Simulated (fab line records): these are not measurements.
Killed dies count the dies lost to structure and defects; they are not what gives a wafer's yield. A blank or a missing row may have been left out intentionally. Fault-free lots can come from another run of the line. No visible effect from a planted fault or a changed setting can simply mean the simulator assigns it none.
fab line records ; flow berkeleyCmos170
record lots=14; wafers=42; lastDay=12
route steps=331 shown M1@238
lots that met no fault: from a run of the same line without faults
startH: hours from the record's opening day to when the first of the lot's shown wafers began ; waitH: hours from the lot's prior step to this one ; " the same as in the row above ; L1.1+2: several wafers, shown together as one row ; - value missing, or start not given ; * or withheld: withheld ; < > ~ a bound
route shown NAME@n: NAME is a module with steps in the file, n the number in the route of the first one ; usual: average and standard deviation across the fault-free wafers ; same: alike in all rows ; chamber/n: place in a boat ; sites: the reading at each site ; _std_site: standard deviation across them ; _edge_site: inner sites' mean taken away from outer sites' mean ; radiusMm: for every site, how far away it sits from the centre of the wafer ; mask NAME#n: copy n ; behind: the most recent tool/chamber to have shaped the wafer ; hold: cause of the lot's hold/its duration in hours/its outcome ; device: which transistor (n, p or np) failed to switch ; end of line: at the end of the route, the tests of the same wafers ; a step with no rows: only its recipe ; killed: count of dies lost to structure and defects at first sort (not the wafer's yield) ; map: a wafer's dies, x killed, . not, _ none there
set.NAME: the setting that was run; set.NAME@STEP: the one run at that earlier step ; model.NAME: the simulator's own value behind a step, which no gauge read
steps of the route over a sample of lots; a table a step, a row a wafer
services: when a tool's chamber went out of use (startH, in hours from the record's first day, below 0 if earlier), for how many hours, and the reason
## steps
# step UCB170_M1_SPUTTER_00
# recipe material=Al; targetThkNm=600; timeS=80; powerW=6000; chamberPressurePa=0.5
# usual chamberPressurePa=0.5000/0.001; throttleValvePct=29.7/1.6
# same timeS=80
lot.wafer;tool;chamber;startH;waitH;chamberPressurePa;throttleValvePct
L425.3;pvdSputter-04;-;169.27;0.0;0.4998;30.2
L425.5;pvdSputter-04;-;169.27;0.0;0.4998;30.3
L425.6;pvdSputter-04;-;169.27;0.0;0.5015;30.7
L422.2;pvdSputter-01;-;170.80;0.0;0.4996;31.1
L422.3;pvdSputter-01;-;170.80;0.0;0.5004;27.2
L422.4;pvdSputter-01;-;170.80;0.0;0.5001;28.5
L421.2;pvdSputter-03;-;171.20;0.0;0.5017;32.9
L421.4;pvdSputter-03;-;171.20;0.0;0.5004;29.3
L421.6;pvdSputter-03;-;171.20;0.0;0.4988;29.5
L423.2;pvdSputter-03;-;176.71;0.0;0.4984;30.4
L423.4;pvdSputter-03;-;176.71;0.0;0.5007;27.6
L423.6;pvdSputter-03;-;176.71;0.0;0.4992;32.9
L424.1;pvdSputter-01;-;176.71;0.0;0.4987;31.3
L424.3;pvdSputter-01;-;176.71;0.0;0.5000;30.6
L424.5;pvdSputter-01;-;176.71;0.0;0.4989;28.3
L429.1;pvdSputter-01;-;203.18;0.0;0.3736;35.3
L429.5;pvdSputter-01;-;203.18;0.0;0.3702;31.6
L429.6;pvdSputter-01;-;203.18;0.0;0.3716;33.0
L434.1;pvdSputter-03;-;228.23;0.0;0.5000;30.3
L434.2;pvdSputter-03;-;228.23;0.0;0.4993;29.4
L434.4;pvdSputter-03;-;228.23;0.0;0.4999;27.7
L435.2;pvdSputter-03;-;230.62;0.0;0.5014;27.8
L435.4;pvdSputter-03;-;230.62;0.0;0.5007;33.1
L435.6;pvdSputter-03;-;230.62;0.0;0.5013;32.9
L433.1;pvdSputter-01;-;231.00;0.0;0.3708;31.8
L433.4;pvdSputter-01;-;231.00;0.0;0.3742;35.5
L433.5;pvdSputter-01;-;231.00;0.0;0.3724;36.2
L437.1;pvdSputter-04;-;235.81;0.0;0.4998;29.1
L437.4;pvdSputter-04;-;235.81;0.0;0.5014;28.1
L437.5;pvdSputter-04;-;235.81;0.0;0.5009;28.2
L439.1;pvdSputter-04;-;252.71;0.0;0.5011;30.7
L439.4;pvdSputter-04;-;252.71;0.0;0.4988;28.1
L439.5;pvdSputter-04;-;252.71;0.0;0.4998;30.7
L440.1;pvdSputter-03;-;253.64;0.0;0.4995;27.6
L440.2;pvdSputter-03;-;253.64;0.0;0.5001;30.4
L440.4;pvdSputter-03;-;253.64;0.0;0.4987;29.6
L442.1;pvdSputter-03;-;265.12;0.0;0.4988;29.6
L442.4;pvdSputter-03;-;265.12;0.0;0.4996;27.7
L442.5;pvdSputter-03;-;265.12;0.0;0.4979;32.9
L444.1;pvdSputter-04;-;277.23;0.0;0.4983;30.5
L444.4;pvdSputter-04;-;277.23;0.0;0.4999;30.7
L444.6;pvdSputter-04;-;277.23;0.0;0.5002;30.7
# step UCB170_M1_RS_MEAS_01
# recipe thkMeasGauge=four-point-probe; reads=Al_of_M1_SPUTTER_00
# usual M1_AL_RS=0.0484/0.00042
lot.wafer;tool;chamber;startH;waitH;M1_AL_RS[ohm/sq]
L425.3;filmMetro-03;-;169.38;0.1;0.0487
L425.5;filmMetro-03;-;169.38;0.1;0.0485
L425.6;filmMetro-03;-;169.38;0.1;0.0483
L422.2;filmMetro-01;-;170.88;0.1;0.0485
L422.3;filmMetro-01;-;170.88;0.1;0.0490
L422.4;filmMetro-01;-;170.88;0.1;0.0484
L421.2;filmMetro-04;-;171.28;0.1;0.0482
L421.4;filmMetro-04;-;171.28;0.1;0.0484
L421.6;filmMetro-04;-;171.28;0.1;0.0488
L424.1;filmMetro-04;-;176.77;0.0;0.0489
L424.3;filmMetro-04;-;176.77;0.0;0.0484
L424.5;filmMetro-04;-;176.77;0.0;0.0485
L423.2;filmMetro-03;-;176.79;0.1;0.0481
L423.4;filmMetro-03;-;176.79;0.1;0.0482
L423.6;filmMetro-03;-;176.79;0.1;0.0484
L429.1;filmMetro-04;-;203.24;0.0;0.0434
L429.5;filmMetro-04;-;203.24;0.0;0.0436
L429.6;filmMetro-04;-;203.24;0.0;0.0435
L434.1;filmMetro-01;-;228.29;0.0;0.0489
L434.2;filmMetro-01;-;228.29;0.0;0.0491
L434.4;filmMetro-01;-;228.29;0.0;0.0487
L435.2;filmMetro-03;-;230.71;0.1;0.0486
L435.4;filmMetro-03;-;230.71;0.1;0.0484
L435.6;filmMetro-03;-;230.71;0.1;0.0483
L433.1;filmMetro-04;-;231.06;0.0;0.0444
L433.4;filmMetro-04;-;231.06;0.0;0.0449
L433.5;filmMetro-04;-;231.06;0.0;0.0443
L437.1;filmMetro-03;-;235.87;0.0;0.0475
L437.4;filmMetro-03;-;235.87;0.0;0.0481
L437.5;filmMetro-03;-;235.87;0.0;0.0482
L439.1;filmMetro-03;-;252.77;0.0;0.0490
L439.4;filmMetro-03;-;252.77;0.0;0.0487
L439.5;filmMetro-03;-;252.77;0.0;0.0485
L440.1;filmMetro-01;-;253.70;0.0;0.0483
L440.2;filmMetro-01;-;253.70;0.0;0.0487
L440.4;filmMetro-01;-;253.70;0.0;0.0486
L442.1;filmMetro-03;-;265.18;0.0;0.0489
L442.4;filmMetro-03;-;265.18;0.0;0.0486
L442.5;filmMetro-03;-;265.18;0.0;0.0485
L444.1;filmMetro-03;-;277.29;0.0;0.0480
L444.4;filmMetro-03;-;277.29;0.0;0.0478
L444.6;filmMetro-03;-;277.29;0.0;0.0479
# step UCB170_M1_THK_MEAS_02
# recipe thkMeasGauge=xrf; reads=Al_of_M1_SPUTTER_00
# usual M1_AL_THK=607/6.9
lot.wafer;tool;chamber;startH;waitH;M1_AL_THK[nm]
L425.3;filmMetro-03;-;169.48;0.1;602
L425.5;filmMetro-03;-;169.48;0.1;604
L425.6;filmMetro-03;-;169.48;0.1;609
L422.2;filmMetro-01;-;170.99;0.1;617
L422.3;filmMetro-01;-;170.99;0.1;610
L422.4;filmMetro-01;-;170.99;0.1;619
L421.2;filmMetro-04;-;171.39;0.1;601
L421.4;filmMetro-04;-;171.39;0.1;598
L421.6;filmMetro-04;-;171.39;0.1;598
L424.1;filmMetro-04;-;176.89;0.1;596
L424.3;filmMetro-04;-;176.89;0.1;606
L424.5;filmMetro-04;-;176.89;0.1;599
L423.2;filmMetro-03;-;176.90;0.1;608
L423.4;filmMetro-03;-;176.90;0.1;604
L423.6;filmMetro-03;-;176.90;0.1;606
L429.1;filmMetro-04;-;203.36;0.1;661
L429.5;filmMetro-04;-;203.36;0.1;659
L429.6;filmMetro-04;-;203.36;0.1;664
L434.1;filmMetro-01;-;228.41;0.1;610
L434.2;filmMetro-01;-;228.41;0.1;601
L434.4;filmMetro-01;-;228.41;0.1;609
L435.2;filmMetro-03;-;230.82;0.1;604
L435.4;filmMetro-03;-;230.82;0.1;604
L435.6;filmMetro-03;-;230.82;0.1;606
L433.1;filmMetro-04;-;231.18;0.1;647
L433.4;filmMetro-04;-;231.18;0.1;639
L433.5;filmMetro-04;-;231.18;0.1;643
L437.1;filmMetro-03;-;235.99;0.1;615
L437.4;filmMetro-03;-;235.99;0.1;606
L437.5;filmMetro-03;-;235.99;0.1;604
L439.1;filmMetro-03;-;252.89;0.1;598
L439.4;filmMetro-03;-;252.89;0.1;602
L439.5;filmMetro-03;-;252.89;0.1;607
L440.1;filmMetro-01;-;253.82;0.1;617
L440.2;filmMetro-01;-;253.82;0.1;612
L440.4;filmMetro-01;-;253.82;0.1;614
L442.1;filmMetro-03;-;265.30;0.1;604
L442.4;filmMetro-03;-;265.30;0.1;609
L442.5;filmMetro-03;-;265.30;0.1;609
L444.1;filmMetro-03;-;277.41;0.1;617
L444.4;filmMetro-03;-;277.41;0.1;617
L444.6;filmMetro-03;-;277.41;0.1;616
# step UCB170_M1_METAL_ETCH_12
# recipe chemistry=Cl2/BCl3; target=Al; stopOn=PSG; pressureMtorr=12; targetDepthA=7800; overEtchFrac=0.3; timeS=130; icpW=600; biasW=120; Cl2_flow_sccm=90; bcl3FlowSccm=45
# usual bcl3FlowSccm=45.01/0.13; drypumpMotorCurrentA=5.8/0.71; oesProductAu=0.853/0.0078; throttleValvePct=24.44/0.18
# same timeS=130
lot.wafer;tool;chamber;startH;waitH;bcl3FlowSccm;drypumpMotorCurrentA;oesProductAu;rfHoursCounterH;throttleValvePct
L425.3;rieMetal-03;0;170.74;-;45.19;4.7;0.850;-;24.69
L425.5;rieMetal-03;0;170.74;-;45.11;4.7;0.856;-;24.69
L425.6;rieMetal-03;1;170.74;-;45.06;6.5;0.848;-;24.45
L422.2;rieMetal-04;0;172.20;-;45.21;6.6;0.856;1.2;24.59
L422.3;rieMetal-04;1;172.20;-;45.08;5.3;0.855;-;24.23
L422.4;rieMetal-04;0;172.20;-;45.05;6.6;0.849;-;24.58
L421.2;rieMetal-02;1;172.65;-;44.79;5.9;0.854;-;24.25
L421.4;rieMetal-02;1;172.65;-;44.96;5.8;0.855;-;24.27
L421.6;rieMetal-02;1;172.65;-;44.77;5.9;0.844;-;24.25
L424.1;rieMetal-03;0;179.76;-;45.00;4.7;0.854;4.9;24.70
L424.3;rieMetal-03;0;179.76;-;44.85;4.7;0.857;-;24.66
L424.5;rieMetal-03;0;179.76;-;44.77;4.7;0.863;-;24.68
L423.2;rieMetal-04;1;180.03;-;45.07;5.3;0.855;2.2;24.22
L423.4;rieMetal-04;0;180.03;-;45.02;6.6;0.845;-;24.59
L423.6;rieMetal-04;0;180.03;-;44.84;6.6;0.850;-;24.59
L429.1;rieMetal-03;0;204.59;-;45.12;4.7;0.907;5.8;24.67
L429.5;rieMetal-03;1;204.59;-;45.18;6.5;0.884;-;24.43
L429.6;rieMetal-03;0;204.59;-;45.01;4.7;0.900;-;24.68
L434.1;rieMetal-03;1;229.82;-;45.09;6.5;0.843;5.2;24.47
L434.2;rieMetal-03;0;229.82;-;45.04;4.7;0.849;6.3;24.70
L434.4;rieMetal-03;1;229.82;-;44.96;6.5;0.843;-;24.48
L435.2;rieMetal-02;0;231.90;-;44.97;5.9;0.856;2.2;24.25
L435.4;rieMetal-02;0;231.90;-;44.99;5.9;0.860;-;24.24
L435.6;rieMetal-02;1;231.90;-;44.82;5.8;0.854;-;24.28
L433.1;rieMetal-02;0;232.64;-;45.13;6.0;0.890;2.4;24.23
L433.4;rieMetal-02;0;232.64;-;44.83;5.9;0.888;-;24.22
L433.5;rieMetal-02;0;232.64;-;45.06;6.0;0.895;-;24.24
L437.1;rieMetal-03;0;237.39;-;44.98;4.7;0.867;6.6;24.68
L437.4;rieMetal-03;0;237.39;-;45.11;4.7;0.859;-;24.69
L437.5;rieMetal-03;1;237.39;-;45.01;6.5;0.857;-;24.45
L439.1;rieMetal-04;1;254.12;-;45.26;5.4;0.858;5.1;24.25
L439.4;rieMetal-04;1;254.12;-;45.16;5.3;0.853;-;24.21
L439.5;rieMetal-04;1;254.12;-;44.95;5.4;0.867;-;24.22
L440.1;rieMetal-02;0;255.27;-;44.94;6.0;0.862;3.3;24.25
L440.2;rieMetal-02;1;255.27;-;44.77;5.8;0.850;6.6;24.27
L440.4;rieMetal-02;0;255.27;-;45.06;5.9;0.852;-;24.26
L442.1;rieMetal-03;1;267.31;-;44.95;6.5;0.841;6.4;24.45
L442.4;rieMetal-03;0;267.31;-;45.04;4.7;0.857;-;24.70
L442.5;rieMetal-03;1;267.31;-;44.94;6.5;0.846;-;24.46
L444.1;rieMetal-02;0;278.90;-;44.99;6.0;0.862;3.9;24.25
L444.4;rieMetal-02;1;278.90;-;44.99;5.9;0.857;-;24.27
L444.6;rieMetal-02;1;278.90;-;45.04;5.9;0.853;-;24.26
## services
tool;chamber;startH;hours;kind
rieMetal-02;0;159.93;-;clean
rieMetal-02;0;159.93;18.5;scheduledDown
rieMetal-02;0;159.93;18.5;ventCycle
rieMetal-02;1;175.15;1.2;repair
rieMetal-04;0;195.92;5.3;repair
pvdSputter-01;-;214.63;6.9;repair
pvdSputter-01;-;216.53;1.2;repair
pvdSputter-03;-;223.96;1.4;repair
pvdSputter-04;-;228.90;6.1;repair
rieMetal-02;-;258.01;0.8;repair
rieMetal-03;-;266.05;0.9;repair
rieMetal-04;1;267.90;6.2;repair
## key
firstSign step=UCB170_M1_SPUTTER_00; reading=chamberPressurePa; direction=down; sigmas=99+; usual=0.5000; struck=0.3721
effect step=UCB170_M1_SPUTTER_00; reading=throttleValvePct; direction=up; sigmas=2.5; usual=29.7; struck=33.9
effect step=UCB170_M1_RS_MEAS_01; reading=M1_AL_RS; direction=down; sigmas=11; usual=0.0484; struck=0.0440
effect step=UCB170_M1_THK_MEAS_02; reading=M1_AL_THK; direction=up; sigmas=6.6; usual=607; struck=652
effect step=UCB170_M1_METAL_ETCH_12; reading=oesProductAu; direction=up; sigmas=5.3; usual=0.853; struck=0.894
metAt UCB170_M1_SPUTTER_00
struckLots L429,L433
onsetBetween 176.71 203.18
fault kind=processParameterDrift; tool=pvdSputter-01; chamber=-; onsetH=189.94; steps=UCB170_M1_SPUTTER_00; channel=chamberPressurePa; offset=-0.12815; shape=step; endH=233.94; actsIn=theseRecipesOnly; stated=0.5
